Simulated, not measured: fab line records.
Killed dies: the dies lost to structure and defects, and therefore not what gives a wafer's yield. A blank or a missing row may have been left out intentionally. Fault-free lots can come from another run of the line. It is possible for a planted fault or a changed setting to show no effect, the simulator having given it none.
Which tool did it? | flow berkeley_cmos170 | 15 lots with 45 wafers sampled at 5 steps, on a route of 331 steps

== WHAT EACH GAUGE READ, for each wafer ==
UCB170_NWELL_THK_MEAS_05.
lot  | measured    | on            | NWELL_NITRIDE_THK (nm)
L729 | day 2 06:23 | film_metro-03 | 224.0 223.6 222.9
L731 | day 2 15:40 | film_metro-03 | 223.5 224.9 224.2
L733 | day 3 01:49 | film_metro-03 | 227.1 228.8 229.2
L734 | day 3 05:41 | film_metro-02 | 225.9 226.3 224.8
L735 | day 3 11:51 | film_metro-01 | 225.2 226.7 226.8
L737 | day 3 21:47 | film_metro-01 | 225.0 225.6 226.0
L738 | day 4 04:05 | film_metro-02 | 227.1 225.1 228.0
L739 | day 4 11:22 | film_metro-02 | 226.4 226.0 225.0
L740 | day 4 17:35 | film_metro-03 | 226.4 225.7 226.5
L744 | day 5 12:19 | film_metro-01 | 225.9 226.9 228.2
L746 | day 5 20:05 | film_metro-02 | 227.4 228.0 228.4
L748 | day 6 07:43 | film_metro-02 | 223.1 223.4 223.6
L749 | day 6 08:44 | film_metro-02 | 226.6 224.8 227.1
L750 | day 6 15:58 | film_metro-01 | 223.9 224.4 224.6
L752 | day 7 00:33 | film_metro-02 | 222.7 223.1 224.4

UCB170_NVT_OVL_MEAS_06.
lot  | measured     | on         | NVT_OVL (nm)
L729 | day 5 22:01  | overlay-02 | -2 2 10
L731 | day 5 21:44  | overlay-01 | 5 2 5
L733 | day 6 09:31  | overlay-02 | -1 2 4
L734 | day 6 09:17  | overlay-01 | -1 -14 1
L735 | day 7 04:54  | overlay-01 | -8 -4 -8
L737 | day 7 09:12  | overlay-01 | 0 7 1
L738 | day 7 08:58  | overlay-02 | 9 5 -3
L739 | day 7 20:50  | overlay-01 | -1 -1 -9
L740 | day 8 04:53  | overlay-02 | -4 5 -4
L744 | day 8 18:52  | overlay-01 | -3 -7 -7
L746 | day 9 10:52  | overlay-01 | -8 4 -5
L748 | day 10 05:01 | overlay-02 | 2 -14 -3
L749 | day 10 05:16 | overlay-01 | 1 -5 -1
L750 | day 10 05:23 | overlay-02 | -7 -4 4
L752 | day 10 11:48 | overlay-02 | 0 9 6

UCB170_GATE_CD_MEAS_12 targets a cd of 350 nm.
lot  | measured     | on        | cd_nm (nm)
L729 | day 6 14:51  | cd_sem-01 | 349.1 347.9 348.6
L731 | day 6 13:56  | cd_sem-02 | 352.3 352.0 351.4
L733 | day 7 03:14  | cd_sem-02 | 349.9 347.8 349.3
L734 | day 7 02:59  | cd_sem-01 | 349.2 350.2 350.0
L735 | day 7 21:34  | cd_sem-01 | 352.3 351.3 352.6
L737 | day 8 02:40  | cd_sem-01 | 347.4 348.7 349.2
L738 | day 8 02:56  | cd_sem-02 | 351.2 351.0 351.9
L739 | day 8 13:38  | cd_sem-02 | 348.2 348.0 347.8
L740 | day 8 20:10  | cd_sem-01 | 351.6 350.9 352.6
L744 | day 9 13:29  | cd_sem-01 | 351.7 352.7 352.6
L746 | day 10 03:09 | cd_sem-02 | 350.4 351.7 352.1
L748 | day 10 17:08 | cd_sem-02 | 343.7 345.0 338.7
L749 | day 10 16:50 | cd_sem-02 | 346.8 333.0 346.6
L750 | day 10 16:35 | cd_sem-01 | 344.0 343.7 333.0
L752 | day 11 02:23 | cd_sem-02 | 351.5 351.2 351.8

UCB170_NSD_OVL_MEAS_07.
lot  | measured     | on         | NSD_OVL (nm)
L729 | day 7 08:29  | overlay-02 | 6 5 1
L731 | day 7 08:22  | overlay-01 | 4 -9 -8
L733 | day 7 14:29  | overlay-01 | 3 8 9
L734 | day 7 14:44  | overlay-01 | 1 0 0
L735 | day 8 10:11  | overlay-02 | -5 3 -6
L737 | day 8 15:16  | overlay-02 | -4 5 -6
L738 | day 8 15:35  | overlay-01 | -6 -4 1
L739 | day 9 03:25  | overlay-02 | -1 -10 -3
L740 | day 9 09:46  | overlay-01 | 0 4 0
L744 | day 10 05:46 | overlay-01 | 2 7 8
L746 | day 10 14:24 | overlay-02 | 1 7 -4
L748 | day 11 06:28 | overlay-02 | 3 8 5
L749 | day 11 06:21 | overlay-01 | -4 6 -6
L750 | day 11 06:32 | overlay-01 | -1 5 -1
L752 | day 11 17:25 | overlay-01 | 4 -3 2

== EACH LOT AND THE TOOL THAT RAN IT (in order: tool; ch and the chambers of the sampled wafers; start) ==
lot  | UCB170_GATE_EXPOSE_09
L729 | krf_scanner-02 ch 0, day 6 13:57
L731 | krf_scanner-02 ch 0, day 6 13:20
L733 | krf_scanner-01 ch 0, day 7 02:48
L734 | krf_scanner-02 ch 0, day 7 02:36
L735 | krf_scanner-02 ch 0, day 7 21:11
L737 | krf_scanner-01 ch 0, day 8 02:13
L738 | krf_scanner-02 ch 0, day 8 02:32
L739 | krf_scanner-01 ch 0, day 8 12:47
L740 | krf_scanner-01 ch 0, day 8 19:44
L744 | krf_scanner-01 ch 0, day 9 12:53
L746 | krf_scanner-02 ch 0, day 10 02:07
L748 | krf_scanner-02 ch 0, day 10 16:26
L749 | krf_scanner-02 ch 0, day 10 16:17
L750 | krf_scanner-02 ch 0, day 10 16:11
L752 | krf_scanner-01 ch 0, day 11 01:59
- UCB170_GATE_EXPOSE_09: exposes mask POLY, target cd 350 nm.

== WHAT THE TOOLS THEMSELVES READ (means of the sampled wafers that have a number; where no wafer has one, the mark that the record gives instead) ==
UCB170_GATE_EXPOSE_09.
lot  | tool           | exposure_dose_mJ_cm2
L729 | krf_scanner-02 | 21.145
L731 | krf_scanner-02 | 21.151
L733 | krf_scanner-01 | 21.166
L734 | krf_scanner-02 | 21.148
L735 | krf_scanner-02 | 21.165
L737 | krf_scanner-01 | 21.154
L738 | krf_scanner-02 | 21.168
L739 | krf_scanner-01 | 21.139
L740 | krf_scanner-01 | 21.146
L744 | krf_scanner-01 | 21.117
L746 | krf_scanner-02 | 21.163
L748 | krf_scanner-02 | 21.146
L749 | krf_scanner-02 | 21.131
L750 | krf_scanner-02 | 21.147
L752 | krf_scanner-01 | 21.156

== THE ANSWER, worked out from the rows above alone ==
Rule: usual is defined by the lots themselves. Put in order of their means at a reading, lots are off if they are a third of the lots or fewer, leave a main group of 4 or more, and stand apart from it by a gap of 3 or more times the standard deviation of the main group's means; of several such gaps the widest counts. The tables above print the reading to a certain number of digits; a main group whose means all agree to those digits is not used. Also off: a lot with no number at a reading for which 4 or more lots have one. Where the step has rows for the other lots, those lots are counted as sound. After the gauges, taken in route order, come the tools' own readings; for these a lot's mean is taken, as printed above. At the first step where some lot is off, the reading lying furthest off is the one used; lots without a number count as furthest.
Off, at UCB170_GATE_CD_MEAS_12 on cd_nm: L748, L749, L750. The main group: mean 350.5 nm, standard deviation 1.6.
If a tool, at a process step before that reading, ran all the lots that are off and no sound lot after the first of them, it fits. Those tools and the gauges at UCB170_GATE_CD_MEAS_12 are tried in the same way. One fits: krf_scanner-02 at UCB170_GATE_EXPOSE_09. A fault onset in the window from L746 (day 10 02:07, its last sound lot) to L750 (day 10 16:11, its first lot off) fits.

== WHAT THE SIMULATOR HAD PUT IN ==
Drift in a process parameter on krf_scanner-02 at UCB170_GATE_EXPOSE_09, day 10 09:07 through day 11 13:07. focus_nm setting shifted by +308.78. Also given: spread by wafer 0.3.
Struck lots among those shown: L748, L749, L750. The rule above found the same.
